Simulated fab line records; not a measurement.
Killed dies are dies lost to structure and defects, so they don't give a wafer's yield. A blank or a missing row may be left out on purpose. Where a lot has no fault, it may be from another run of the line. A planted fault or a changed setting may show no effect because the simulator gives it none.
Comparing a struck lot with a sound one || flow rit cmos || 34 out of 202 route steps
Sound: these wafers, L541.2, L541.3, L541.5. The struck wafers were L546.3, L546.5, L546.6. The cause comes at the end.
For every step that has rows: the tool of each side, followed by ch and its chambers, followed by its first start. Under that, the readings that differ: sound wafers || struck wafers || difference of the means || sigmas: that difference in standard deviations of wafers without a fault.
alike: readings with means less than 2 such deviations apart, plus words and numbers identical on both sides. not compared: withheld readings, readings lacking a value on some wafer, bounds such as >300 that could conceal the same value, and numbers that have no deviation in the record and whose values overlap.
A row with sigmas, a row that says differs or no value, or rows on one side alone: a step with any of these is where the two part. Numbers that don't overlap but have no deviation are shown without sigmas and don't part them. A reading that every wafer of one side lacks parts them only if that side has two wafers or more.

first, 2 steps without rows for these wafers: RIT_SPACER_CLEAN_02 (cleans in SC2, time 600 s); RIT_SPACER_CVD_03 (deposits Si3N4 from SiH2Cl2/NH3, target thk 250 nm, time 3300 s).
RIT_SPACER_THK_MEAS_04:
  sound on film metro-03, day 4 16:31; struck on film metro-03, day 5 19:28
  alike: SPACER_NITRIDE_THK
RIT_SPACER_ETCHBACK_05: etches Si3N4 in SF6/CHF3, stops on SiO2, target depth 250 nm, time 240 s.
  sound on rie diel-02 ch 0,2,3, day 4 16:34; struck on rie diel-02 ch 0,1, day 5 19:31
  alike: chamber pressure mTorr, drypump motor current A, oes product au, throttle valve pct
  not compared: rf hours counter h
then, 6 steps without rows for these wafers: RIT_NSD_HMDS_00 (prime time 60 s); RIT_NSD_COAT_01 (resist thk 1000 nm); RIT_NSD_SOFTBAKE_02 (time 60 s); RIT_NSD_EXPOSE_03 (exposes mask M9, target cd 40700 nm); RIT_NSD_PEB_04; RIT_NSD_DEVELOP_05 (develop time 50 s).
RIT_NSD_OVL_MEAS_06:
  sound on overlay-02, day 4 17:44; struck on overlay-01, day 5 20:40
  alike: NSD_OVL
then, 1 step without rows for these wafers: RIT_NSD_HARDBAKE_07 (time 60 s).
RIT_NSD_IMPLANT_08:
  sound on implanter-02 ch 0, day 4 17:56; struck on implanter-02 ch 0, day 5 20:53
{"reading": "beam on s (s)", "sound": "10.19 10.14 10.15", "struck": "14.34 14.63 14.36", "difference": "+4.28", "sigmas": "+23"}
{"reading": "faraday current uA", "sound": "3070 3082 3095", "struck": "2192 2146 2183", "difference": -909, "sigmas": -16}
  alike: beam energy keV, end station pressure torr
RIT_NSD_STRIP_09: strips in O2, time 180 s.
  sound on plasma asher-03 ch 0,1, day 4 18:04; struck on plasma asher-01 ch 0,1, day 5 21:03
  alike: chamber pressure mTorr, drypump motor current A
  not compared: rf hours counter h
RIT_NSD_TW_MEAS_10:
  sound on film metro-03, day 4 18:14; struck on film metro-04, day 5 21:11
{"reading": "NSD_TW", "sound": "3156 3168 3152", "struck": "3346 3364 3377", "difference": "+204", "sigmas": "+5"}
then, 6 steps without rows for these wafers: RIT_PSD_HMDS_00 (prime time 60 s); RIT_PSD_COAT_01 (resist thk 1000 nm); RIT_PSD_SOFTBAKE_02 (time 60 s); RIT_PSD_EXPOSE_03 (exposes mask M10, target cd 40900 nm); RIT_PSD_PEB_04; RIT_PSD_DEVELOP_05 (develop time 50 s).
RIT_PSD_OVL_MEAS_06:
  sound on overlay-02, day 4 19:09; struck on overlay-01, day 5 22:30
{"reading": "PSD_OVL (nm)", "sound": "-2.6 -0.7 -2.8", "struck": "-0.9 1.2 2.0", "difference": "+2.8", "sigmas": "+2"}
then, 2 steps without rows for these wafers: RIT_PSD_HARDBAKE_07 (time 60 s); RIT_PSD_IMPLANT_08.
RIT_PSD_STRIP_09: strips in O2, time 180 s.
  sound on plasma asher-02 ch 0, day 4 19:29; struck on plasma asher-01 ch 0,1, day 5 22:53
  alike: chamber pressure mTorr, drypump motor current A
  not compared: rf hours counter h
RIT_PSD_TW_MEAS_10:
  sound on film metro-02, day 4 19:40; struck on film metro-04, day 5 23:01
  alike: PSD_TW
then, 3 steps without rows for these wafers: RIT_SDANNEAL_CLEAN_00 (cleans in SC1, time 600 s); RIT_SDANNEAL_CLEAN_01 (cleans in dHF, time 30 s); RIT_SDANNEAL_CLEAN_02 (cleans in SC2, time 600 s).
RIT_SDANNEAL_RTA_03: time 5 s.
  sound on rtp anneal-02 ch 0, day 4 20:16; struck on rtp anneal-01 ch 0, day 5 23:27
  alike: anneal temp c max, ramp down c per s, wafer_temp_C_max
RIT_SDANNEAL_RS_MEAS_04: a four-point-probe measurement.
  sound on film metro-04, day 4 20:20; struck on film metro-03, day 5 23:32
  alike: PSD_RS
RIT_SDANNEAL_RS_MEAS_05: a four-point-probe measurement.
  sound on film metro-04, day 4 20:28; struck on film metro-03, day 5 23:39
{"reading": "NSD_RS (ohm/sq)", "sound": "84.12 84.22 84.25", "struck": "64.19 64.51 64.07", "difference": -19.94, "sigmas": -71}
RIT_SDANNEAL_RS_MEAS_06: a four-point-probe measurement.
  sound on film metro-04, day 4 20:35; struck on film metro-03, day 5 23:46
  alike: PLDD_RS
RIT_M1_PROBE_99:
  sound on prober-02, day 5 03:58; struck on prober-01, day 6 07:10
{"reading": "model.etest.nmos_0p3.r on ohm um", "sound": "2062 2084 2035", "struck": "1994 2023 1992", "difference": -57, "sigmas": ""}
{"reading": "model.etest.contact nplus.end ohm um", "sound": "38.88 40.66 39.65", "struck": "24.59 24.92 25.05", "difference": -14.88, "sigmas": ""}
{"reading": "model.etest.nmos_0p3.drive ua um", "sound": "239.2 232.7 234.5", "struck": "246.3 240.8 246.7", "difference": "+9.1", "sigmas": ""}
{"reading": "model.etest.npoly line.rs ohm sq", "sound": "17.44 17.6 17.53", "struck": "17.13 17.12 16.99", "difference": -0.44, "sigmas": ""}
{"reading": "model.etest.nmos_0p15.tox inv nm (nm)", "sound": "4.346 4.377 4.386", "struck": "4.135 4.154 4.115", "difference": -0.235, "sigmas": ""}
{"reading": "model.etest.diode nplus comb.cj ff um2", "sound": "2.617 2.613 2.573", "struck": "2.71 2.733 2.712", "difference": "+0.12", "sigmas": ""}
  alike: killed at contacts, killed at front end, killed dies, killed open, killed short
  not compared: model.etest.nmos_0p15.r on ohm um, model.etest.nmos narrow.drive ua um

== WHERE THEY PART ==
First at RIT_NSD_IMPLANT_08; last, within this record, at RIT_SDANNEAL_RS_MEAS_05. Later steps at which nothing parts them and some readings are alike: RIT_SDANNEAL_RS_MEAS_06, RIT_M1_PROBE_99.

WHY: whatever the simulator had introduced
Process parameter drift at RIT_NSD_IMPLANT_08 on implanter-02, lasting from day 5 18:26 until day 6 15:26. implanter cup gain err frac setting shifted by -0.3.
